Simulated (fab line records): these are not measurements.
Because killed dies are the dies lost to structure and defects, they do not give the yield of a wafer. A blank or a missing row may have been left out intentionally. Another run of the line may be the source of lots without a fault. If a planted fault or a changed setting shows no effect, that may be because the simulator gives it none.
The tool behind it: which one?	flow berkeleyCmos170	14 lots, 42 wafers sampled, at 4 steps of a route of 331

## WHAT EACH GAUGE READ, for each wafer
UCB170_V1_BOW_MEAS_03. Usual: V1_BOW typically reads 18 um, with standard deviation 6.7.
lot	measured	on	V1_BOW (um)	flag
L830	day 7 03:32	filmMetro-04	25 18 23	
L831	day 8 04:33	filmMetro-03	34 20 20	
L836	day 8 18:58	filmMetro-04	18 28 10	
L835	day 8 19:00	filmMetro-03	16 6 21	
L839	day 9 01:54	filmMetro-04	21 16 7	
L838	day 9 01:55	filmMetro-01	24 16 12	
L840	day 9 11:44	filmMetro-01	31 23 32	
L841	day 10 08:31	filmMetro-04	28 16 16	
L845	day 10 14:40	filmMetro-01	16 16 7	
L843	day 10 14:58	filmMetro-04	18 26 28	
L846	day 10 14:58	filmMetro-03	16 16 22	
L847	day 11 02:32	filmMetro-04	18 15 15	
L850	day 11 13:34	filmMetro-03	5 18 17	
L853	day 12 07:17	filmMetro-04	34 15 14	

UCB170_M2_CD_MEAS_90: target cd 700 nm. Usual: cdNm at 699 nm, with a standard deviation of 5.1.
lot	measured	on	cdNm (nm)	flag
L830	day 7 09:44	cdSem-01	691 692 692	
L831	day 8 10:26	cdSem-02	700 691 701	
L836	day 9 00:16	cdSem-01	704 701 704	
L835	day 9 00:26	cdSem-02	692 701 700	
L839	day 9 09:55	cdSem-02	697 699 706	
L838	day 9 10:14	cdSem-01	702 703 702	
L840	day 9 17:43	cdSem-01	697 697 697	
L841	day 10 15:05	cdSem-01	700 692 702	
L845	day 10 19:49	cdSem-02	696 697 692	
L843	day 10 20:08	cdSem-01	692 701 695	
L846	day 10 20:40	cdSem-01	698 698 709	
L847	day 11 10:16	cdSem-02	702 693 699	
L850	day 11 19:44	cdSem-01	696 706 695	
L853	day 12 15:32	cdSem-01	689 693 688	

UCB170_V2_THK_MEAS_04. Usual: V2_POLISHED_THK typically reads 999.4 nm, with standard deviation 1.5.
lot	measured	on	V2_POLISHED_THK (nm)	flag
L830	day 7 10:30	filmMetro-02	1001.0 1001.7 1002.5	
L831	day 8 11:11	filmMetro-03	1000.2 999.1 997.0	
L836	day 9 01:01	filmMetro-04	999.3 1001.3 998.6	
L835	day 9 01:10	filmMetro-02	1001.9 998.4 1000.3	
L839	day 9 10:40	filmMetro-02	1001.5 998.9 998.0	
L838	day 9 10:59	filmMetro-04	997.7 998.9 997.8	
L840	day 9 18:28	filmMetro-04	997.2 998.9 999.1	
L841	day 10 15:55	filmMetro-03	999.0 999.2 999.3	
L845	day 10 20:35	filmMetro-04	1001.1 1001.4 1000.0	
L843	day 10 20:54	filmMetro-02	998.5 999.1 999.8	
L846	day 10 21:25	filmMetro-04	999.8 1000.9 998.0	
L847	day 11 11:01	filmMetro-02	999.2 999.5 998.5	
L850	day 11 20:37	filmMetro-03	999.9 998.1 1000.6	
L853	day 12 16:17	filmMetro-04	999.2 999.8 998.8	

## WHICH TOOL RAN EACH LOT (tool, then ch and the chambers of the sampled wafers, then the start)
lot	UCB170_M1_ETCH_11
L830	rieDiel-01 ch 0,1, day 7 00:16
L831	rieDiel-02 ch 0,2,3, day 8 01:20
L836	rieDiel-02 ch 0,1, day 8 15:31
L835	rieDiel-01 ch 2,3, day 8 16:11
L839	rieDiel-02 ch 1,2,3, day 8 19:05
L838	rieDiel-04 ch 0,1,3, day 8 19:16
L840	rieDiel-02 ch 1,2,3, day 9 05:03
L841	rieDiel-04 ch 0,1, day 10 05:22
L845	rieDiel-02 ch 0,1,2, day 10 11:09
L843	rieDiel-04 ch 0,2,3, day 10 11:16
L846	rieDiel-01 ch 0,1,2, day 10 11:49
L847	rieDiel-04 ch 0,2, day 10 20:32
L850	rieDiel-04 ch 0,1, day 11 09:37
L853	rieDiel-04 ch 0,2, day 12 02:43
- UCB170_M1_ETCH_11: etches BARC in N2/H2.

## AS READ BY THE TOOLS THEMSELVES (means over the sampled wafers that have a number; for cases with no such wafer, the mark the record gives instead)
UCB170_M1_ETCH_11. Usual: drypumpMotorCurrentA 5.6 A, standard deviation 0.49; oesProductAu 1.007 a.u., standard deviation 0.023; throttleValvePct 13.37 %, standard deviation 0.21.
lot	tool	drypumpMotorCurrentA (A)	oesProductAu (a.u.)	throttleValvePct (%)	flag
L830	rieDiel-01	6.1	1.028	13.32	
L831	rieDiel-02	5.7	1.026	13.50	
L836	rieDiel-02	5.6	1.013	13.19	
L835	rieDiel-01	6.0	1.023	13.53	
L839	rieDiel-02	5.5	1.017	13.34	
L838	rieDiel-04	5.5	0.997	13.38	
L840	rieDiel-02	5.4	1.014	13.33	
L841	rieDiel-04	5.2	1.010	13.50	
L845	rieDiel-02	5.8	1.016	13.24	
L843	rieDiel-04	5.6	0.985	13.33	
L846	rieDiel-01	6.2	1.018	13.40	
L847	rieDiel-04	5.3	0.986	13.41	
L850	rieDiel-04	5.4	1.002	13.45	
L853	rieDiel-04	5.5	0.996	13.40	

## THE ANSWER, worked out from the rows above alone
Rule: a lot is off if the mean of its wafers that have a number lies more than 3 standard deviations from the usual mean. Also off: a lot with no number at a reading for which 4 or more lots have one. Where the step has rows for the other lots, those lots are counted as sound. First the gauges in route order, then the tools' own readings, where a lot's mean is used as printed above. The first step at which some lot is off is used, and at that step the reading that is off furthest; a lot without a number counts as furthest.
Across all readings shown, no lot is off: no conclusion can be drawn from this.

## WHAT THE SIMULATOR PUT IN
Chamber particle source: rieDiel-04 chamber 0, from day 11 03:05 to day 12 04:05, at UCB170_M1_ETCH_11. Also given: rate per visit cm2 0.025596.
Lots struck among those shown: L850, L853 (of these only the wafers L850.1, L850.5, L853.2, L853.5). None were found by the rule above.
